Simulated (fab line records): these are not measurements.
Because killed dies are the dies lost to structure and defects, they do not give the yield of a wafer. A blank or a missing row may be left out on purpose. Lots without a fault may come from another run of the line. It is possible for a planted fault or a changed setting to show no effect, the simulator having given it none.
fab line records | flow berkeley-cmos170
record: lots: 5 | wafers: 23
route steps=331 shown SDANNEAL@205 PSD@206 NLDD@209 SILICIDE@211 M2@278 V2@294 M3@321
start-h: hours from the record's first day to the start of the lot's first wafer shown | wait-h: hours elapsed since this lot's preceding step | " unchanged from the row above | L1.1+2: a row that stands for several wafers | - no value, or no start was given | * or withheld: withheld | < > ~ a bound
route shown NAME@n: NAME is a module with steps in the file, n the number in the route of the first one | usual: mean/standard deviation of fault-free wafers | same: alike in all rows | chamber/n: place in a boat | sites: the reading at each site | _std_site: the values' standard deviation | _edge_site: mean of outer sites minus mean of inner sites | radius-mm: for every site, how far away it sits from the centre of the wafer | mask NAME#n: copy n | behind: the most recent tool/chamber to have shaped the wafer | hold: the reason the lot was held/the length of the hold in hours/how it ended | device: which transistor (n, p or np) failed to switch | end of line: tests run on the same wafers once the route is complete | a step with no rows: only its recipe | killed: at the first sort, the dies lost to defects and structure; wafer yield is something else | map: dies across one wafer; x = killed, . = not, _ = none there
set.NAME: the setting the step ran with; set.NAME@STEP: the setting that earlier step ran with | model.NAME: the simulator's own value behind a step, which no gauge read
lots with deliberately changed settings; one table per step, one row per wafer
== steps ==
step: UCB170_SDANNEAL_RTA_01
recipe: temp-c: 1050 | time-s: 5 | ambient: N2
lot.wafer      | tool          | chamber | start-h | wait-h | set.time-s
L074.1+2+4     | rtp-anneal-02 | 0       | 170.02  | 0.1    | 5
L074.5+6       | "             | 0       | "       | "      | 5.551
L077.1+2+3+5+6 | rtp-anneal-01 | 0       | 170.40  | 0.1    | 5
L079.3+4+5     | rtp-anneal-02 | 0       | 170.86  | 0.1    | 5
L081.1+2+3+4+6 | rtp-anneal-02 | 0       | 196.08  | 0.1    | 5
L080.1+4       | rtp-anneal-01 | 0       | 196.53  | 0.1    | 4.499
L080.3+5+6     | "             | 0       | "       | "      | 5
step: UCB170_SDANNEAL_RS_MEAS_02
recipe: thk-meas-gauge: four-point-probe
usual: PSD_RS: 75.65/0.29
lot.wafer | tool          | chamber | start-h | wait-h | set.time-s@SDANNEAL_RTA_01 | PSD_RS[ohm/sq]
L074.1    | film-metro-01 | -       | 170.07  | 0.0    | 5                          | 75.65
L074.2    | "             | -       | "       | "      | 5                          | 75.63
L074.4    | "             | -       | "       | "      | 5                          | 75.50
L074.5    | "             | -       | "       | "      | 5.551                      | 73.79
L074.6    | "             | -       | "       | "      | 5.551                      | 73.88
L077.1    | film-metro-01 | -       | 170.55  | 0.1    | 5                          | 75.86
L077.2    | "             | -       | "       | "      | 5                          | 75.33
L077.3    | "             | -       | "       | "      | 5                          | 75.77
L077.5    | "             | -       | "       | "      | 5                          | 75.96
L077.6    | "             | -       | "       | "      | 5                          | 75.70
L079.3    | film-metro-04 | -       | 170.98  | 0.1    | 5                          | 75.37
L079.4    | "             | -       | "       | "      | 5                          | 75.20
L079.5    | "             | -       | "       | "      | 5                          | 75.13
L081.1    | film-metro-04 | -       | 196.14  | 0.0    | 5                          | 75.65
L081.2    | "             | -       | "       | "      | 5                          | 76.09
L081.3    | "             | -       | "       | "      | 5                          | 76.00
L081.4    | "             | -       | "       | "      | 5                          | 75.79
L081.6    | "             | -       | "       | "      | 5                          | 76.18
L080.1    | film-metro-01 | -       | 196.59  | 0.0    | 4.499                      | 77.39
L080.3    | "             | -       | "       | "      | 5                          | 75.28
L080.4    | "             | -       | "       | "      | 4.499                      | 77.59
L080.5    | "             | -       | "       | "      | 5                          | 75.71
L080.6    | "             | -       | "       | "      | 5                          | 75.22
step: UCB170_SDANNEAL_RS_MEAS_05
recipe: thk-meas-gauge: four-point-probe
usual: NLDD_RS: 616.2/1.2
lot.wafer | tool          | chamber | start-h | wait-h | set.dose-cm2@NLDD_IMPLANT_08 | NLDD_RS[ohm/sq]
L074.1    | film-metro-01 | -       | 170.43  | 0.1    | 5.153e+13                    | 608.7
L074.2    | "             | -       | "       | "      | 5e+13                        | 615.7
L074.4    | "             | -       | "       | "      | 5e+13                        | 614.3
L074.5    | "             | -       | "       | "      | 5.153e+13                    | 608.3
L074.6    | "             | -       | "       | "      | 5.153e+13                    | 608.7
L077.1    | film-metro-01 | -       | 170.91  | 0.1    | 5.171e+13                    | 609.9
L077.2    | "             | -       | "       | "      | 5e+13                        | 615.7
L077.3    | "             | -       | "       | "      | 5e+13                        | 614.9
L077.5    | "             | -       | "       | "      | 5.171e+13                    | 608.7
L077.6    | "             | -       | "       | "      | 5.171e+13                    | 607.7
L079.3    | film-metro-04 | -       | 171.34  | 0.1    | 5e+13                        | 617.5
L079.4    | "             | -       | "       | "      | 5e+13                        | 615.2
L079.5    | "             | -       | "       | "      | 5e+13                        | 615.6
L081.1    | film-metro-04 | -       | 196.50  | 0.1    | 5e+13                        | 614.8
L081.2    | "             | -       | "       | "      | 5e+13                        | 614.7
L081.3    | "             | -       | "       | "      | 5.147e+13                    | 610.0
L081.4    | "             | -       | "       | "      | 5.147e+13                    | 607.9
L081.6    | "             | -       | "       | "      | 5e+13                        | 616.1
L080.1    | film-metro-01 | -       | 196.95  | 0.1    | 4.898e+13                    | 621.0
L080.3    | "             | -       | "       | "      | 5e+13                        | 617.8
L080.4    | "             | -       | "       | "      | 5e+13                        | 616.9
L080.5    | "             | -       | "       | "      | 4.898e+13                    | 621.3
L080.6    | "             | -       | "       | "      | 4.898e+13                    | 621.3
step: UCB170_SILICIDE_SPUTTER_01
recipe: material: Ti | target-thk-nm: 30 | time-s: 25 | power-w: 1500 | chamber-pressure-pa: 0.5
lot.wafer | tool           | chamber | start-h | wait-h | set.time-s | model.Ti_of_SILICIDE_SPUTTER_01.thk-nm
L074.1    | pvd-sputter-04 | -       | 170.62  | 0.0    | 25         | 30.57
L074.2    | "              | -       | "       | "      | 25         | 30.42
L074.4    | "              | -       | "       | "      | 22.92      | 27.85
L074.5    | "              | -       | "       | "      | 25         | 30.32
L074.6    | "              | -       | "       | "      | 22.92      | 27.63
L077.1    | pvd-sputter-03 | -       | 171.10  | 0.0    | 25         | 29.47
L077.2    | "              | -       | "       | "      | 28.29      | 33.65
L077.3    | "              | -       | "       | "      | 25         | 29.87
L077.5    | "              | -       | "       | "      | 28.29      | 33.38
L077.6    | "              | -       | "       | "      | 28.29      | 33.81
L079.3    | pvd-sputter-03 | -       | 171.49  | 0.0    | 25         | 30.07
L079.4    | "              | -       | "       | "      | 25         | 29.81
L079.5    | "              | -       | "       | "      | 25         | 29.8
L081.1+3  | pvd-sputter-02 | -       | 196.68  | 0.0    | 25         | 30.1
L081.2+6  | "              | -       | "       | "      | 25         | 30.12
L081.4    | "              | -       | "       | "      | 25         | 30.21
L080.1    | pvd-sputter-03 | -       | 197.13  | 0.0    | 25         | 29.65
L080.3+6  | "              | -       | "       | "      | 25         | 29.74
L080.4    | "              | -       | "       | "      | 25         | 29.53
L080.5    | "              | -       | "       | "      | 25         | 29.43
step: UCB170_SILICIDE_RS_MEAS_02
recipe: thk-meas-gauge: four-point-probe | reads: Ti_of_SILICIDE_SPUTTER_01
usual: SILICIDE_TI_RS: 26.1/0.31
lot.wafer | tool          | chamber | start-h | wait-h | set.time-s@SILICIDE_SPUTTER_01 | SILICIDE_TI_RS[ohm/sq]
L074.1    | film-metro-02 | -       | 170.68  | 0.0    | 25                             | 25.5
L074.2    | "             | -       | "       | "      | 25                             | 25.7
L074.4    | "             | -       | "       | "      | 22.92                          | 28.6
L074.5    | "             | -       | "       | "      | 25                             | 25.8
L074.6    | "             | -       | "       | "      | 22.92                          | 28.8
L077.1    | film-metro-02 | -       | 171.14  | 0.0    | 25                             | 26.7
L077.2    | "             | -       | "       | "      | 28.29                          | 22.8
L077.3    | "             | -       | "       | "      | 25                             | 26.2
L077.5    | "             | -       | "       | "      | 28.29                          | 23.1
L077.6    | "             | -       | "       | "      | 28.29                          | 22.7
L079.3    | film-metro-01 | -       | 171.56  | 0.1    | 25                             | 26.0
L079.4    | "             | -       | "       | "      | 25                             | 26.2
L079.5    | "             | -       | "       | "      | 25                             | 26.3
L081.1    | film-metro-02 | -       | 196.71  | 0.0    | 25                             | 26.0
L081.2    | "             | -       | "       | "      | 25                             | 26.0
L081.3    | "             | -       | "       | "      | 25                             | 26.1
L081.4    | "             | -       | "       | "      | 25                             | 25.9
L081.6    | "             | -       | "       | "      | 25                             | 26.0
L080.1    | film-metro-04 | -       | 197.16  | 0.0    | 25                             | 26.4
L080.3    | "             | -       | "       | "      | 25                             | 26.3
L080.4    | "             | -       | "       | "      | 25                             | 26.6
L080.5    | "             | -       | "       | "      | 25                             | 26.7
L080.6    | "             | -       | "       | "      | 25                             | 26.4
step: UCB170_SILICIDE_THK_MEAS_03
recipe: thk-meas-gauge: xrf | reads: Ti_of_SILICIDE_SPUTTER_01
usual: SILICIDE_TI_THK: 30.50/0.29
lot.wafer | tool          | chamber | start-h | wait-h | set.time-s@SILICIDE_SPUTTER_01 | SILICIDE_TI_THK[nm]
L074.1    | film-metro-02 | -       | 170.80  | 0.1    | 25                             | 31.29
L074.2    | "             | -       | "       | "      | 25                             | 30.99
L074.4    | "             | -       | "       | "      | 22.92                          | 28.31
L074.5    | "             | -       | "       | "      | 25                             | 30.86
L074.6    | "             | -       | "       | "      | 22.92                          | 28.15
L077.1    | film-metro-02 | -       | 171.26  | 0.1    | 25                             | 30.09
L077.2    | "             | -       | "       | "      | 28.29                          | 34.25
L077.3    | "             | -       | "       | "      | 25                             | 30.46
L077.5    | "             | -       | "       | "      | 28.29                          | 34.10
L077.6    | "             | -       | "       | "      | 28.29                          | 34.32
L079.3    | film-metro-01 | -       | 171.66  | 0.1    | 25                             | 30.41
L079.4    | "             | -       | "       | "      | 25                             | 30.12
L079.5    | "             | -       | "       | "      | 25                             | 30.24
L081.1    | film-metro-02 | -       | 196.83  | 0.1    | 25                             | 30.53
L081.2    | "             | -       | "       | "      | 25                             | 30.41
L081.3    | "             | -       | "       | "      | 25                             | 30.66
L081.4    | "             | -       | "       | "      | 25                             | 30.89
L081.6    | "             | -       | "       | "      | 25                             | 30.54
L080.1    | film-metro-04 | -       | 197.28  | 0.1    | 25                             | 30.17
L080.3    | "             | -       | "       | "      | 25                             | 30.13
L080.4    | "             | -       | "       | "      | 25                             | 30.09
L080.5    | "             | -       | "       | "      | 25                             | 29.85
L080.6    | "             | -       | "       | "      | 25                             | 30.26
step: UCB170_M2_STRIP_07
recipe: chemistry: O2 | power-w: 400 | pressure-mtorr: 3500 | platen-temp-c: withheld | o2-flow-sccm: 400 | overash-fraction: 0.5
usual: strip-time-to-endpoint-s: 22.00/0.059
lot.wafer | tool            | chamber | start-h | wait-h | set.o2-flow-sccm | strip-time-to-endpoint-s
L074.1    | plasma-asher-02 | 0       | 183.12  | 0.1    | 400              | 21.98
L074.2    | "               | 1       | "       | "      | 371.2            | 22.26
L074.4    | "               | 0       | "       | "      | 371.2            | 22.18
L074.5    | "               | 1       | "       | "      | 400              | 22.04
L074.6    | "               | 0       | "       | "      | 400              | 22.09
L077.1    | plasma-asher-01 | 0       | 185.76  | 0.1    | 432.1            | 21.81
L077.2    | "               | 1       | "       | "      | 400              | 21.97
L077.3    | "               | 1       | "       | "      | 400              | 22.04
L077.5    | "               | 1       | "       | "      | 432.1            | 21.81
L077.6    | "               | 0       | "       | "      | 432.1            | 21.76
L079.3    | plasma-asher-03 | 1       | 186.00  | 0.1    | 400              | 21.96
L079.4    | "               | 0       | "       | "      | 400              | 22.03
L079.5    | "               | 0       | "       | "      | 400              | 21.97
L081.1    | plasma-asher-01 | 0       | 207.77  | 0.1    | 457.2            | 21.66
L081.2    | "               | 1       | "       | "      | 400              | 22.07
L081.3    | "               | 1       | "       | "      | 400              | 22.08
L081.4    | "               | 0       | "       | "      | 457.2            | 21.64
L081.6    | "               | 1       | "       | "      | 457.2            | 21.70
L080.1    | plasma-asher-02 | 0       | 209.61  | 0.1    | 400              | 21.97
L080.3    | "               | 0       | "       | "      | 400              | 21.93
L080.4    | "               | 1       | "       | "      | 400              | 21.94
L080.5    | "               | 1       | "       | "      | 400              | 22.00
L080.6    | "               | 0       | "       | "      | 400              | 22.04
step: UCB170_V2_CMP_02
recipe: material: SiO2 | down-force-psi: 6 | platen-rpm: 60 | pad-velocity-m-s: 0.75398
lot.wafer  | tool   | chamber | start-h | wait-h | set.leave-above-ref-nm | model.SiO2_of_V2_CVD_00.thk-nm
L074.2+1+5 | cmp-02 | 0,1,0   | 185.62  | 0.0    | 1000                   | 1001
L074.4     | "      | 2       | "       | "      | 933.5                  | 935.2
L074.6     | "      | 1       | "       | "      | 933.5                  | 935.6
L077.1     | cmp-02 | 2       | 188.09  | 0.1    | 1000                   | 1000
L077.2     | "      | 3       | "       | "      | 961.8                  | 962.2
L077.3     | "      | 0       | "       | "      | 961.8                  | 962.8
L077.6     | "      | 2       | "       | "      | 961.8                  | 962.1
L077.5     | "      | 3       | "       | "      | 1000                   | 1001
L079.3     | cmp-01 | 2       | 188.35  | 0.0    | 1000                   | 998.3
L079.4     | "      | 0       | "       | "      | 1000                   | 998.8
L079.5     | "      | 2       | "       | "      | 1000                   | 997.4
L081.2     | cmp-01 | 0       | 209.71  | 0.0    | 1000                   | 998.8
L081.4     | "      | 1       | "       | "      | 1000                   | 999.2
L081.3+6   | "      | 2,0     | "       | "      | 952.5                  | 952.8
L081.1     | "      | 3       | "       | "      | 952.5                  | 952.7
L080.3+1+6 | cmp-01 | 3,0,2   | 211.60  | 0.1    | 1000                   | 1001
L080.4+5   | "      | 1,3     | "       | "      | 1030                   | 1031
step: UCB170_V2_THK_MEAS_04
recipe: reads: SiO2_of_V2_CVD_00
usual: V2_POLISHED_THK: 1000.3/1.1
lot.wafer | tool          | chamber | start-h | wait-h | set.leave-above-ref-nm@V2_CMP_02 | V2_POLISHED_THK[nm]
L074.1    | film-metro-01 | -       | 186.04  | 0.1    | 1000                             | 1000.9
L074.2    | "             | -       | "       | "      | 1000                             | 1000.6
L074.4    | "             | -       | "       | "      | 933.5                            | 934.8
L074.5    | "             | -       | "       | "      | 1000                             | 1001.3
L074.6    | "             | -       | "       | "      | 933.5                            | 935.8
L077.1    | film-metro-03 | -       | 188.51  | 0.1    | 1000                             | 1000.0
L077.2    | "             | -       | "       | "      | 961.8                            | 962.1
L077.3    | "             | -       | "       | "      | 961.8                            | 963.1
L077.5    | "             | -       | "       | "      | 1000                             | 1001.1
L077.6    | "             | -       | "       | "      | 961.8                            | 961.9
L079.3    | film-metro-01 | -       | 188.79  | 0.1    | 1000                             | 998.6
L079.4    | "             | -       | "       | "      | 1000                             | 998.5
L079.5    | "             | -       | "       | "      | 1000                             | 996.9
L081.1    | film-metro-02 | -       | 210.13  | 0.1    | 952.5                            | 952.5
L081.2    | "             | -       | "       | "      | 1000                             | 998.8
L081.3    | "             | -       | "       | "      | 952.5                            | 951.8
L081.4    | "             | -       | "       | "      | 1000                             | 999.3
L081.6    | "             | -       | "       | "      | 952.5                            | 953.2
L080.1    | film-metro-01 | -       | 211.97  | 0.1    | 1000                             | 1002.3
L080.3    | "             | -       | "       | "      | 1000                             | 1001.1
L080.4    | "             | -       | "       | "      | 1030                             | 1030.5
L080.5    | "             | -       | "       | "      | 1030                             | 1031.1
L080.6    | "             | -       | "       | "      | 1000                             | 1000.7
step: UCB170_V2_STRIP_15
recipe: chemistry: O2 | power-w: 400 | pressure-mtorr: 3500 | platen-temp-c: withheld | o2-flow-sccm: 400 | overash-fraction: 0.5
usual: strip-time-to-endpoint-s: 15.35/0.076
lot.wafer | tool            | chamber | start-h | wait-h | set.o2-flow-sccm | strip-time-to-endpoint-s
L074.1    | plasma-asher-03 | 1       | 187.75  | 0.1    | 400              | 15.45
L074.2    | "               | 0       | "       | "      | 400              | 15.51
L074.4    | "               | 1       | "       | "      | 436.9            | 15.26
L074.5    | "               | 0       | "       | "      | 436.9            | 15.13
L074.6    | "               | 1       | "       | "      | 400              | 15.51
L077.1    | plasma-asher-03 | 1       | 190.86  | 0.1    | 353.9            | 15.68
L077.2    | "               | 0       | "       | "      | 353.9            | 15.56
L077.3    | "               | 1       | "       | "      | 353.9            | 15.54
L077.5    | "               | 0       | "       | "      | 400              | 15.33
L077.6    | "               | 1       | "       | "      | 400              | 15.35
L079.3    | plasma-asher-04 | 0       | 190.92  | 0.1    | 400              | 15.27
L079.4    | "               | 1       | "       | "      | 400              | 15.33
L079.5    | "               | 1       | "       | "      | 400              | 15.29
L081.1    | plasma-asher-04 | 1       | 211.54  | 0.1    | 400              | 15.32
L081.2    | "               | 0       | "       | "      | 400              | 15.38
L081.3    | "               | 0       | "       | "      | 452.5            | 15.18
L081.4    | "               | 1       | "       | "      | 452.5            | 15.13
L081.6    | "               | 1       | "       | "      | 400              | 15.40
L080.1    | plasma-asher-03 | 0       | 213.85  | 0.1    | 400              | 15.31
L080.3    | "               | 0       | "       | "      | 436.1            | 15.15
L080.4    | "               | 1       | "       | "      | 436.1            | 15.05
L080.5    | "               | 1       | "       | "      | 400              | 15.36
L080.6    | "               | 0       | "       | "      | 400              | 15.41
step: UCB170_M3_EXPOSE_12
recipe: mask-id: METAL3 | target-cd-nm: 700 | na: 0.5 | sigma-outer: 0.6 | source-shape: conventional | dose-mj: 26
lot.wafer      | tool           | chamber | start-h | wait-h | mask     | set.dose-mj
L074.1+4       | krf-scanner-01 | 0       | 190.13  | -      | METAL3#0 | 26
L074.2+5+6     | "              | 0       | "       | "      | METAL3#0 | 24.94
L077.1+2+6     | krf-scanner-01 | 0       | 192.88  | -      | METAL3#0 | 26
L077.3+5       | "              | 0       | "       | "      | METAL3#0 | 26.94
L079.3+4+5     | krf-scanner-02 | 0       | 193.16  | -      | METAL3#0 | 26
L081.1+2+3+4+6 | krf-scanner-02 | 0       | 213.47  | -      | METAL3#0 | 26
L080.1+3+5     | krf-scanner-02 | 0       | 215.66  | -      | METAL3#0 | 26.79
L080.4+6       | "              | 0       | "       | "      | METAL3#0 | 26
step: UCB170_M3_PEB_13
recipe: peb-temp-c: 130 | peb-time-s: withheld | resist: KrF
step: UCB170_M3_DEVELOP_14
recipe: developer: TMAH | develop-time-s: 45 | resist: KrF | dev-temp-c: 21
step: UCB170_M3_CD_MEAS_15
recipe: target-cd-nm: 700
usual: cd-nm: 700.0/1.3
lot.wafer | tool      | chamber | start-h | wait-h | set.dose-mj@M3_EXPOSE_12 | cd-nm
L074.1    | cd-sem-01 | -       | 190.80  | -      | 26                       | 700.7
L074.2    | "         | -       | "       | "      | 24.94                    | 707.3
L074.4    | "         | -       | "       | "      | 26                       | 700.9
L074.5    | "         | -       | "       | "      | 24.94                    | 706.9
L074.6    | "         | -       | "       | "      | 24.94                    | 708.0
L077.1    | cd-sem-02 | -       | 193.27  | -      | 26                       | 698.3
L077.2    | "         | -       | "       | "      | 26                       | 697.1
L077.3    | "         | -       | "       | "      | 26.94                    | 691.4
L077.5    | "         | -       | "       | "      | 26.94                    | 693.4
L077.6    | "         | -       | "       | "      | 26                       | 699.1
L079.3    | cd-sem-01 | -       | 193.66  | -      | 26                       | 698.1
L079.4    | "         | -       | "       | "      | 26                       | 698.4
L079.5    | "         | -       | "       | "      | 26                       | 698.1
L081.1    | cd-sem-01 | -       | 214.07  | -      | 26                       | 701.3
L081.2    | "         | -       | "       | "      | 26                       | 700.0
L081.3    | "         | -       | "       | "      | 26                       | 701.3
L081.4    | "         | -       | "       | "      | 26                       | 699.9
L081.6    | "         | -       | "       | "      | 26                       | 698.4
L080.1    | cd-sem-01 | -       | 216.11  | -      | 26.79                    | 694.5
L080.3    | "         | -       | "       | "      | 26.79                    | 695.0
L080.4    | "         | -       | "       | "      | 26                       | 700.5
L080.5    | "         | -       | "       | "      | 26.79                    | 694.8
L080.6    | "         | -       | "       | "      | 26                       | 701.0
step: UCB170_M3_ETCH_17
recipe: chemistry: N2/H2 | target-depth-a: withheld | overetch-a: withheld | target: BARC | time-s: withheld | source-w: 500 | bias-w: 100 | pressure-mtorr: 30 | n2-flow-sccm: 100 | h2-flow-sccm: 200
lot.wafer | tool        | chamber | start-h | wait-h | set.dose-mj@M3_EXPOSE_12 | model.M3.cd-nm
L074.1    | rie-diel-04 | 1       | 190.95  | 0.0    | 26                       | 700.7
L074.2    | "           | 0       | "       | "      | 24.94                    | 707.1
L074.4    | "           | 1       | "       | "      | 26                       | 700.8
L074.5    | "           | 2       | "       | "      | 24.94                    | 706.8
L074.6    | "           | 0       | "       | "      | 24.94                    | 707.8
L077.1    | rie-diel-03 | 2       | 193.43  | 0.0    | 26                       | 698.2
L077.2    | "           | 1       | "       | "      | 26                       | 697.3
L077.3    | "           | 0       | "       | "      | 26.94                    | 691.3
L077.5    | "           | 1       | "       | "      | 26.94                    | 693.5
L077.6    | "           | 2       | "       | "      | 26                       | 699.3
L079.3    | rie-diel-01 | 0       | 193.77  | 0.0    | 26                       | 697.9
L079.4    | "           | 3       | "       | "      | 26                       | 698.2
L079.5    | "           | 0       | "       | "      | 26                       | 697.6
L081.1    | rie-diel-03 | 0       | 214.23  | 0.0    | 26                       | 701.2
L081.2+4  | "           | 1,3     | "       | "      | 26                       | 699.9
L081.3    | "           | 2       | "       | "      | 26                       | 701.5
L081.6    | "           | 1       | "       | "      | 26                       | 698.5
L080.1+5  | rie-diel-01 | 1       | 216.27  | 0.0    | 26.79                    | 694.1
L080.3    | "           | 2       | "       | "      | 26.79                    | 695.3
L080.4    | "           | 0       | "       | "      | 26                       | 700.5
L080.6    | "           | 0       | "       | "      | 26                       | 701.2
step: UCB170_M3_METAL_ETCH_18
recipe: chemistry: Cl2/BCl3 | target: Al | stop-on: SiO2 | pressure-mtorr: 12 | target-depth-a: 11700 | over-etch-frac: 0.3 | time-s: 195 | icp-w: 600 | bias-w: 120 | Cl2_flow_sccm: 90 | bcl3-flow-sccm: 45
lot.wafer | tool         | chamber | start-h | wait-h | set.time-s | set.leave-above-ref-nm@V2_CMP_02 | model.SiO2_of_V2_CVD_00.thk-nm | model.KrF_of_M3_COAT_10.thk-nm
L074.1    | rie-metal-02 | 0       | 191.00  | -      | 195        | 1000                             | 939.8                          | 219.7
L074.2    | "            | 1       | "       | "      | 195        | 1000                             | 938.3                          | 202
L074.4    | "            | 0       | "       | "      | 195        | 933.5                            | 874.1                          | 214.8
L074.5    | "            | 1       | "       | "      | 195        | 1000                             | 938.1                          | 192.8
L074.6    | "            | 0       | "       | "      | 195        | 933.5                            | 874.8                          | 218.5
L077.1    | rie-metal-04 | 1       | 193.47  | -      | 195        | 1000                             | 939.2                          | 212.7
L077.2    | "            | 0       | "       | "      | 195        | 961.8                            | 900.5                          | 206.1
L077.3    | "            | 1       | "       | "      | 180.3      | 961.8                            | 905.7                          | 262.5
L077.5    | "            | 1       | "       | "      | 180.3      | 1000                             | 943.4                          | 263
L077.6    | "            | 0       | "       | "      | 180.3      | 961.8                            | 905                            | 266.1
L079.3    | rie-metal-03 | 0       | 193.88  | -      | 195        | 1000                             | 936.4                          | 203.2
L079.4    | "            | 1       | "       | "      | 195        | 1000                             | 936                            | 195.1
L079.5    | "            | 1       | "       | "      | 195        | 1000                             | 934.4                          | 194
L081.1    | rie-metal-04 | 1       | 214.27  | -      | 195        | 952.5                            | 891.5                          | 214.8
L081.2    | "            | 0       | "       | "      | 195        | 1000                             | 937                            | 208.7
L081.3    | "            | 1       | "       | "      | 195        | 952.5                            | 891.4                          | 210.5
L081.4    | "            | 0       | "       | "      | 184.8      | 1000                             | 940.6                          | 246.8
L081.6    | "            | 0       | "       | "      | 184.8      | 952.5                            | 894.1                          | 246.2
L080.1    | rie-metal-03 | 0       | 216.31  | -      | 195        | 1000                             | 939.8                          | 205.6
L080.3    | "            | 0       | "       | "      | 195        | 1000                             | 939.3                          | 204.6
L080.4    | "            | 1       | "       | "      | 195        | 1030                             | 968.7                          | 209.2
L080.5    | "            | 1       | "       | "      | 219.3      | 1030                             | 959.9                          | 118.2
L080.6    | "            | 0       | "       | "      | 219.3      | 1000                             | 930.5                          | 130.2
step: UCB170_M3_STRIP_19
recipe: chemistry: O2 | power-w: 400 | pressure-mtorr: 3500 | platen-temp-c: withheld | o2-flow-sccm: 400 | overash-fraction: 0.5
usual: oes-product-au: 0.542/0.012
lot.wafer | tool            | chamber | start-h | wait-h | set.time-s@M3_METAL_ETCH_18 | oes-product-au
L074.1    | plasma-asher-04 | 1       | 191.18  | 0.1    | 195                         | 0.554
L074.2    | "               | 0       | "       | "      | 195                         | 0.524
L074.4    | "               | 1       | "       | "      | 195                         | 0.546
L074.5    | "               | 1       | "       | "      | 195                         | 0.527
L074.6    | "               | 0       | "       | "      | 195                         | 0.548
L077.1    | plasma-asher-04 | 1       | 193.66  | 0.1    | 195                         | 0.545
L077.2    | "               | 0       | "       | "      | 195                         | 0.537
L077.3    | "               | 1       | "       | "      | 180.3                       | 0.595
L077.5    | "               | 1       | "       | "      | 180.3                       | 0.595
L077.6    | "               | 0       | "       | "      | 180.3                       | 0.591
L079.3    | plasma-asher-02 | 0       | 194.04  | 0.1    | 195                         | 0.537
L079.4    | "               | 1       | "       | "      | 195                         | 0.531
L079.5    | "               | 0       | "       | "      | 195                         | 0.525
L081.1    | plasma-asher-01 | 0       | 214.46  | 0.1    | 195                         | 0.545
L081.2    | "               | 1       | "       | "      | 195                         | 0.537
L081.3    | "               | 0       | "       | "      | 195                         | 0.542
L081.4    | "               | 1       | "       | "      | 184.8                       | 0.587
L081.6    | "               | 1       | "       | "      | 184.8                       | 0.586
L080.1    | plasma-asher-04 | 0       | 216.50  | 0.1    | 195                         | 0.539
L080.3    | "               | 0       | "       | "      | 195                         | 0.537
L080.4    | "               | 1       | "       | "      | 195                         | 0.538
L080.5    | "               | 0       | "       | "      | 219.3                       | 0.453
L080.6    | "               | 1       | "       | "      | 219.3                       | 0.460
== key ==
split: step: UCB170_SDANNEAL_RTA_01 | setting: time-s | stated: 5 | by: wafer
response: step: UCB170_SDANNEAL_RS_MEAS_02 | reading: PSD_RS | change: -0.182 | per: 1% | r: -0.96
split: step: UCB170_SILICIDE_SPUTTER_01 | setting: time-s | stated: 25 | by: wafer
response: step: UCB170_SILICIDE_SPUTTER_01 | reading: model.Ti_of_SILICIDE_SPUTTER_01.thk-nm | change: +0.306 | per: 1% | r: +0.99
response: step: UCB170_SILICIDE_RS_MEAS_02 | reading: SILICIDE_TI_RS | change: -0.298 | per: 1% | r: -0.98
response: step: UCB170_SILICIDE_THK_MEAS_03 | reading: SILICIDE_TI_THK | change: +0.311 | per: 1% | r: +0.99
split: step: UCB170_M2_STRIP_07 | setting: o2-flow-sccm | stated: 400 | by: wafer
response: step: UCB170_M2_STRIP_07 | reading: strip-time-to-endpoint-s | change: * | per: 1% | r: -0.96
split: step: UCB170_V2_CMP_02 | setting: leave-above-ref-nm | stated: 1000 | by: wafer
response: step: UCB170_V2_CMP_02 | reading: model.SiO2_of_V2_CVD_00.thk-nm | change: +9.85 | per: 1% | r: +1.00
response: step: UCB170_V2_THK_MEAS_04 | reading: V2_POLISHED_THK | change: +9.87 | per: 1% | r: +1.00
response: step: UCB170_M3_METAL_ETCH_18 | reading: model.SiO2_of_V2_CVD_00.thk-nm | change: +9.68 | per: 1% | r: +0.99
split: step: UCB170_V2_STRIP_15 | setting: o2-flow-sccm | stated: 400 | by: wafer
response: step: UCB170_V2_STRIP_15 | reading: strip-time-to-endpoint-s | change: * | per: 1% | r: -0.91
split: step: UCB170_M3_EXPOSE_12 | setting: dose-mj | stated: 26 | by: wafer
response: step: UCB170_M3_CD_MEAS_15 | reading: cd-nm | change: -1.7 | per: 1% | r: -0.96
response: step: UCB170_M3_ETCH_17 | reading: model.M3.cd-nm | change: -1.72 | per: 1% | r: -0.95
split: step: UCB170_M3_METAL_ETCH_18 | setting: time-s | stated: 195 | by: wafer
response: step: UCB170_M3_METAL_ETCH_18 | reading: model.KrF_of_M3_COAT_10.thk-nm | change: -6.76 | per: 1% | r: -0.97
response: step: UCB170_M3_STRIP_19 | reading: oes-product-au | change: -0.00686 | per: 1% | r: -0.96
split outside-this-file step=UCB170_NLDD_IMPLANT_08 setting=dose-cm2
split outside-this-file: this setting was split too, and the file shows its column; the key of that split is in another file
